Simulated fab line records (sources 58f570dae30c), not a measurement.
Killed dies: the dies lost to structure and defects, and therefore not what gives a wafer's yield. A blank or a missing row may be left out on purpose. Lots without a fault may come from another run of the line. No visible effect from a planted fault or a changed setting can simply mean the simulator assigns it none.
Comparing a struck lot with a sound one | flow berkeley cmos170 | 36 out of 331 route steps
Sound: the wafers L157.1, L157.3, L157.4. The struck wafers were L152.2, L152.4, L152.6. The cause comes at the end.
At each step with rows: each side's tool, then ch and its chambers, then its first start. Under that, the readings that differ: sound wafers | struck wafers | difference of the means | sigmas: that difference in standard deviations of wafers without a fault.
alike: readings with means less than 2 such deviations apart, plus words and numbers identical on both sides. not compared: withheld readings, readings lacking a value on some wafer, bounds such as >300 that could conceal the same value, and numbers that have no deviation in the record and whose values overlap.
A row with sigmas, a row that says differs or no value, or rows on one side alone: a step with any of these is where the two part. When numbers do not overlap yet have no deviation, they are printed without sigmas and do not part them. A reading missing from all wafers of one side parts the sides only when that side holds two or more wafers.

UCB170_SPACER_CVD_00: deposits SiO2 from TEOS/O2, target thk 376 nm, time 47 s.
  sound on pecvd-02 ch 0,1, day 9 10:48; struck on pecvd-01 ch 1,2, day 9 04:16
  alike: heater power w
  not compared: since wet clean h
UCB170_SPACER_THK_MEAS_01:
  sound on film metro-01 at day 9 10:50; struck on film metro-01 at day 9 04:19
  alike: SPACER_TEOS_THK
then, 1 step without rows for these wafers: UCB170_SPACER_ANNEAL_02 (time 1800 s).
UCB170_SPACER_ETCHBACK_03: etches SiO2 in CHF3/CF4/Ar, stops on Si, target depth 376 nm, time 100 s.
  sound on rie diel-03 ch 1,3, day 9 19:28; struck on rie diel-03 ch 0,3, day 9 07:50
  alike: drypump motor current A, oes product au, throttle valve pct
  not compared: rf hours counter h
then, 6 steps without rows for these wafers: UCB170_PSD_HMDS_00 (prime time 60 s); UCB170_PSD_COAT_01 (resist thk 900 nm); UCB170_PSD_SOFTBAKE_02 (time 60 s); UCB170_PSD_EXPOSE_03 (exposes mask PSELECT MOD, target cd 1200 nm); UCB170_PSD_PEB_04; UCB170_PSD_DEVELOP_05 (develop time 45 s).
UCB170_PSD_CD_MEAS_06: the cd target is 1200 nm.
  sound on cd sem-01 at day 9 20:43; struck on cd sem-01 at day 9 08:55
  alike: cd nm
UCB170_PSD_OVL_MEAS_07:
  sound on overlay-01 at day 9 20:50; struck on overlay-02 at day 9 09:01
  alike: PSD_OVL
UCB170_PSD_IMPLANT_08:
  sound on implanter-04 ch 0, day 9 20:52; struck on implanter-04, day 9 09:04
  no value came back on the struck wafers for beam energy keV, beam on s (s), faraday current uA, tilt deg (degrees); on the sound wafers beam energy keV reads 19.989 19.982 19.986
UCB170_PSD_STRIP_09: strips in O2.
  sound on plasma asher-02 ch 0,1, day 9 21:01; struck on plasma asher-02 ch 0,1, day 9 09:11
  reading                      | sound             | struck            | difference | sigmas
  oes product au (a.u.)        | 0.598 0.597 0.596 | 0.729 0.736 0.739 | +0.138     | +32
  strip time to endpoint s (s) | 29.48 29.46 29.45 | 21.62 21.59 21.61 | -7.86      | -99 or more
  alike: drypump motor current A
  not compared: rf hours counter h
UCB170_PSD_TW_MEAS_10:
  sound on film metro-04 at day 9 21:07; struck on film metro-02 at day 9 09:18
  reading | sound          | struck   | difference | sigmas
  PSD_TW  | 2323 2318 2332 | 30 30 30 | -2294      | -99 or more
then, 7 steps without rows for these wafers: UCB170_PSD_CLEAN_11 (cleans in SPM, time 600 s); UCB170_NSD_HMDS_00 (prime time 60 s); UCB170_NSD_COAT_01 (resist thk 900 nm); UCB170_NSD_SOFTBAKE_02 (time 60 s); UCB170_NSD_EXPOSE_03 (exposes mask NSELECT MOD, target cd 1200 nm); UCB170_NSD_PEB_04; UCB170_NSD_DEVELOP_05 (develop time 45 s).
UCB170_NSD_CD_MEAS_06: the cd target is 1200 nm.
  sound on cd sem-02 at day 9 22:26; struck on cd sem-01 at day 9 10:32
  alike: cd nm
UCB170_NSD_OVL_MEAS_07:
  sound on overlay-01 at day 9 22:33; struck on overlay-01 at day 9 10:39
  alike: NSD_OVL
then, 2 steps without rows for these wafers: UCB170_NSD_IMPLANT_08; UCB170_NSD_STRIP_09 (strips in O2).
UCB170_NSD_TW_MEAS_10:
  sound on film metro-02 at day 9 22:50; struck on film metro-03 at day 9 10:56
  alike: NSD_TW
then, 4 steps without rows for these wafers: UCB170_NSD_CLEAN_11 (cleans in SPM, time 600 s); UCB170_BACKSIDE_HMDS_00 (prime time 60 s); UCB170_BACKSIDE_COAT_01 (resist thk 900 nm); UCB170_BACKSIDE_SOFTBAKE_02 (time 60 s).
UCB170_BACKSIDE_STRIP_03: strips in O2.
  sound on plasma asher-04 ch 0,1, day 10 01:16; struck on plasma asher-03 ch 0,1, day 9 11:38
  alike: drypump motor current A, oes product au, strip time to endpoint s
  not compared: rf hours counter h
then, 1 step without rows for these wafers: UCB170_BACKSIDE_CLEAN_04 (cleans in SPM, time 600 s).
UCB170_SDANNEAL_RTA_00: time 10 s.
  sound on rtp anneal-02 ch 0, day 10 01:33; struck on rtp anneal-01 ch 0, day 9 11:58
  reading            | sound             | struck            | difference | sigmas
  lamp power pct (%) | 21.1 21.1 21.1    | 26.3 26.2 26.2    | +5.1       | +2
  wafer_temp_C_max   | 902.4 901.8 902.6 | 907.0 906.5 906.4 | +4.4       | +2
UCB170_SDANNEAL_RTA_01: time 5 s.
  sound on rtp anneal-02 ch 0, day 10 01:37; struck on rtp anneal-01 ch 0, day 9 12:02
  alike: lamp power pct, wafer_temp_C_max
UCB170_SDANNEAL_RS_MEAS_02: measurement is done with a four-point probe.
  sound on film metro-02 at day 10 01:40; struck on film metro-04 at day 9 12:06
  reading         | sound          | struck            | difference | sigmas
  PSD_RS (ohm/sq) | 75.1 74.8 75.1 | 133.1 132.9 133.1 | +58.0      | +99 or more

## WHERE THEY PART
Earliest at UCB170_PSD_IMPLANT_08; latest, in this record, at UCB170_SDANNEAL_RS_MEAS_02.

WHY: what the simulator had put in
Whole step skipped at UCB170_PSD_IMPLANT_08 on implanter-04, starting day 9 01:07. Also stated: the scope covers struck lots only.
